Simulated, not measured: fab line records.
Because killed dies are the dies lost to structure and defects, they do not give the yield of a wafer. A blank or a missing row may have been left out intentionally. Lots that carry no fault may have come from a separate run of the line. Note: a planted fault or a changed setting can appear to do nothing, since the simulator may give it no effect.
Problem report, 8D (eight disciplines) form, completed by code	flow berkeley-cmos170	the parts of the form that need people (team, actions taken, sign-off) are left out

## 1. THE ISSUE
M2_AL_RS at UCB170_M2_RS_MEAS_02 reads a mean of 0.03574 ohm/sq on 6 wafers of 2 lots; wafers without a fault read 0.03223 ohm/sq with a standard deviation of 0.00025. That is +14 standard deviations from the usual mean.
The step: measures by four-point-probe.
Seen first at day 10 15:54 on film-metro-04, wafer L926.2. At this step, 42 wafers from 14 lots have a number in the record. The rule behind "out" and "out of limits": a value lying over 4 standard deviations away from the usual mean. All remaining wafers that have a number are taken as sound.

## 2. WHAT THIS IS AND IS NOT
question	is	is not
which readings at this step	M2_AL_RS	-
which lots	L926, L931	L912, L914, L917, L918, L919, L920, L921, L922, L923, L927, L930, L934
which wafers of those lots	all that have a number	-
read on which gauges	film-metro-03, film-metro-04	film-metro-02
when	from day 10 15:54	up to then (30 sound wafers); but 6 sound wafers of L930, L934 came after

## 3. WHAT RULES OUT EACH SUSPECT
Counting: a tool at any process step up to the reading remains a suspect when it ran all the lots that are out and ran no sound lot after the first of those.
- ruled out: the gauge at UCB170_M2_RS_MEAS_02. The wafers that are out were read on 2 gauges (film-metro-03, film-metro-04).
- pvd-sputter-03 at UCB170_M2_SPUTTER_01 (material Al, target thk 900 nm, time 120 s): kept. All lots that are out passed through it, beginning with L926 at day 10 15:48, and no sound lot followed; its final sound lot before that point was L923 at day 9 12:32.
Remaining after the count: pvd-sputter-03 at UCB170_M2_SPUTTER_01.

## 4. THE CAUSE (what the simulator had put in)
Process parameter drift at UCB170_M2_SPUTTER_01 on pvd-sputter-03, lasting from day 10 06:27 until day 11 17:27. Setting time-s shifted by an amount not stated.
After counting, this tool was the only one left.

## 5. SEQUENCE OF EFFECTS, ordered by route
One row per reading whose mean, taken over the struck wafers that have a number, lies over 3 standard deviations from the usual. Only readings for which the record gives a usual standard deviation are gone through. hours: the time from each lot's start at the first step in this table that gives one to its start at this step, as a median over the lots. sigmas: the change in usual standard deviations.
hours	step	reading	usual	on struck wafers	change	sigmas
0	UCB170_M2_RS_MEAS_02	M2_AL_RS	0.03223 ohm/sq	0.03574	+0.00351	+14
0	UCB170_M2_THK_MEAS_03	M2_AL_THK	891 nm	808	-83	-8.8

## 6. WHAT WOULD HAVE CAUGHT IT SOONER
9 hours passed between the start of the fault at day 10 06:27 and the first reading out of limits at a measuring or inspecting step in this record, taken at day 10 15:54.
No tool reading at UCB170_M2_SPUTTER_01 that has a usual standard deviation in the record was out on any struck wafer, so an alarm limit of 4 standard deviations on those readings would not have fired.
Lots out: 2; of these, L931 started UCB170_M2_SPUTTER_01 on pvd-sputter-03 after day 10 15:54. It would have been spared by a hold on the tool at that moment.
